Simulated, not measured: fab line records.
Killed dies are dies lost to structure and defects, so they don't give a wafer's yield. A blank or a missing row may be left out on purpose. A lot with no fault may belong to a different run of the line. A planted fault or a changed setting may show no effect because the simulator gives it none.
A struck lot beside a sound one	flow berkeleyCmos170	14 steps out of a route of 331
Sound: the wafers L888.2, L888.5, L888.6. Struck: wafer L892.2. (L892.3, L892.5 of the same lot were not struck and are left out.) The cause comes at the end.
Per side, at each step with rows, come the tool, then ch with its chambers, and then its first start. Under that, the readings that differ: sound wafers	struck wafers	difference of the means	sigmas: that difference in standard deviations of wafers without a fault.
alike: a reading whose means differ by less than 2 such deviations, as well as words and numbers matching on both sides. not compared: withheld readings; readings where some wafer has no value; bounds like >300 that might hide an equal value; numbers whose values overlap and for which the record gives no deviation.
Wherever a step has rows on one side only, a row that says differs or no value, or a row with sigmas, the two part there. Numbers that don't overlap but have no deviation are shown without sigmas and don't part them. A reading that every wafer of one side lacks parts them only if that side has two wafers or more.

first, 1 step without rows for these wafers: UCB170_NWELL_OXIDATION_01 (target thk 26.4 nm, ox time 1260 s).
UCB170_NWELL_THK_MEAS_02:
  sound on filmMetro-02, day 3 11:34; struck on filmMetro-02, day 4 05:22
  alike: NWELL_OXIDE_THK
then, 2 steps without rows for these wafers: UCB170_NWELL_ANNEAL_03 (time 900 s); UCB170_NWELL_CVD_04 (deposits Si3N4 from SiH2Cl2/NH3, target thk 224 nm, time 3360 s).
UCB170_NWELL_THK_MEAS_05:
  sound on filmMetro-04, day 3 16:36; struck on filmMetro-03, day 4 11:46
  alike: NWELL_NITRIDE_THK
then, 6 steps without rows for these wafers: UCB170_NWELL_HMDS_06 (prime time 60 s); UCB170_NWELL_COAT_07 (resist thk 900 nm); UCB170_NWELL_SOFTBAKE_08 (time 60 s); UCB170_NWELL_EXPOSE_09 (exposes mask NWELL, target cd 3000 nm); UCB170_NWELL_PEB_10; UCB170_NWELL_DEVELOP_11 (develop time 45 s).
UCB170_NWELL_OVL_MEAS_12:
  sound on overlay-02, day 3 17:45; struck on overlay-01, day 4 12:59
reading	sound	struck	difference	sigmas
NWELL_OVL (nm)	1 7 -1	-11	-13	-3
UCB170_NWELL_ETCH_13: etches Si3N4 in CH3F/Ar/O2, stops on SiO2, target depth 246.4 nm, time 154 s.
  sound on rieDiel-03 ch 2,3, day 3 17:47; struck on rieDiel-03 ch 0, day 4 13:01
reading	sound	struck	difference	sigmas
rfFwdPowerW (W)	446.1 446.0 447.9	377.3	-69.4	-43
model.KrF_of_NWELL_COAT_07.thkNm (nm)	723.2 724.2 717.7	729.2	+7.5	
  alike: drypumpMotorCurrentA, oesProductAu, throttleValvePct
  not compared: rfHoursCounterH
then, 1 step without rows for these wafers: UCB170_NWELL_IMPLANT_14.

WHERE THEY PART
At UCB170_NWELL_OVL_MEAS_12 first; at UCB170_NWELL_ETCH_13 last (within this record only).

WHY: what the simulator had put in
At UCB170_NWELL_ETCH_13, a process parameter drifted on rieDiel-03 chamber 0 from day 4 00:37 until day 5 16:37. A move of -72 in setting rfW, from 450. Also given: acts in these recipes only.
